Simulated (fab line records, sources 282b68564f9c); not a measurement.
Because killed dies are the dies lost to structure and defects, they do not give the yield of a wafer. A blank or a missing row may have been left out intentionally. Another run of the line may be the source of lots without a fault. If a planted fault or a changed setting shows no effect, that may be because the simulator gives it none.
Commonality check across tools    flow rit_cmos    14 lots and 42 wafers in the sample

## WHAT PROMPTED THE OPENING
On 2 of the 14 lots, a flag is raised at RIT_ACTIVE_CD_MEAS_11 on the reading cd_nm. Fault-free wafers read 1400.3 nm, with a standard deviation of 1.7.
Rule: flag the lot when none of its wafers has a number, or when each of its wafers that has one lies beyond 4 standard deviations from that mean. The rest of the lots are taken to be sound.

lot   measured     on         cd_nm (nm), wafer by wafer  flag
L807  day 1 14:40  cd_sem-02  1403.8 1402.1 1402.5        
L808  day 1 19:28  cd_sem-02  1401.4 1397.7 1398.3        
L809  day 2 00:28  cd_sem-02  1398.0 1398.3 1395.7        
L810  day 2 05:26  cd_sem-02  1400.7 1400.4 1399.6        
L811  day 2 10:26  cd_sem-02  1400.8 1400.8 1400.4        
L812  day 2 15:26  cd_sem-01  1399.1 1400.1 1399.4        
L813  day 2 20:34  cd_sem-01  1402.0 1402.9 1400.8        
L814  day 3 01:36  cd_sem-01  1389.7 1392.1 1390.3        FLAGGED
L819  day 4 02:34  cd_sem-01  1392.5 1392.8 1392.4        FLAGGED
L821  day 4 12:35  cd_sem-02  1396.7 1398.4 1397.0        
L822  day 4 18:19  cd_sem-01  1403.6 1400.5 1401.8        
L823  day 4 23:20  cd_sem-01  1403.0 1403.0 1403.5        
L826  day 5 13:29  cd_sem-02  1400.4 1400.1 1402.1        
L829  day 6 04:26  cd_sem-01  1402.1 1401.9 1401.0        
The numbers of the flagged lots are 1391.6 nm on average: -8.7 nm against the usual, or -5 standard deviations.

## WHICH TOOL EACH LOT WENT THROUGH
The record holds 1 process step before the reading, out of a route of 202 steps. Each cell gives the tool, then ch followed by the chambers the sampled wafers passed through, then the start.
lot   flag     RIT_ACTIVE_DEVELOP_10
L807           litho_track-01 ch 0, day 1 14:00
L808           litho_track-04 ch 0, day 1 19:00
L809           litho_track-01 ch 0, day 2 00:00
L810           litho_track-01 ch 0, day 2 05:00
L811           litho_track-02 ch 0, day 2 10:00
L812           litho_track-02 ch 0, day 2 15:00
L813           litho_track-04 ch 0, day 2 20:00
L814  FLAGGED  litho_track-02 ch 0, day 3 01:00
L819  FLAGGED  litho_track-02 ch 0, day 4 02:00
L821           litho_track-04 ch 0, day 4 12:00
L822           litho_track-04 ch 0, day 4 18:00
L823           litho_track-01 ch 0, day 4 23:00
L826           litho_track-01 ch 0, day 5 13:00
L829           litho_track-04 ch 0, day 6 04:00
These steps, and what they do:
- RIT_ACTIVE_DEVELOP_10: develop time 50 s.
- RIT_ACTIVE_CD_MEAS_11: target cd 1400 nm.

## FLAGGED OVER TOTAL, TOOL BY TOOL (the gauges that took the reading come last)
step                   tool            lots run  flagged  share of the flagged lots  sound lots run after its first flagged lot
RIT_ACTIVE_DEVELOP_10  litho_track-01  5         0        none                       -
RIT_ACTIVE_DEVELOP_10  litho_track-02  4         2        all                        0
RIT_ACTIVE_DEVELOP_10  litho_track-04  5         0        none                       -
RIT_ACTIVE_CD_MEAS_11  cd_sem-01       7         2        all                        3 (L822,L823,L829)
RIT_ACTIVE_CD_MEAS_11  cd_sem-02       7         0        none                       -

## WHAT IS ALLOWED BY THE TABLE
2 rows of the table ran every flagged lot: litho_track-02 at RIT_ACTIVE_DEVELOP_10, cd_sem-01 at RIT_ACTIVE_CD_MEAS_11.
- litho_track-02 at RIT_ACTIVE_DEVELOP_10: 2 of its 4 lots flagged. It ran its last sound lot, L812, at day 2 15:00 and its first flagged lot, L814, at day 3 01:00: a fault with its onset between the two fits. Its own readings (developer_temp_C) fall more than 4 standard deviations out on all wafers of the flagged lots.
- cd_sem-01 at RIT_ACTIVE_CD_MEAS_11: 2 of its 7 lots flagged. Sound lots ran on it after the first flagged one (L822, L823, L829), which a lasting fault on the whole tool wouldn't allow.
What remains is a single tool, litho_track-02 at RIT_ACTIVE_DEVELOP_10.

## WHAT THE SIMULATOR HAD INSERTED
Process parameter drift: litho_track-02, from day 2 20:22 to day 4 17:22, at RIT_ACTIVE_DEVELOP_10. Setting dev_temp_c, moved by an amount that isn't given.
Lots struck among those shown: L814, L819. The rule above found the same.
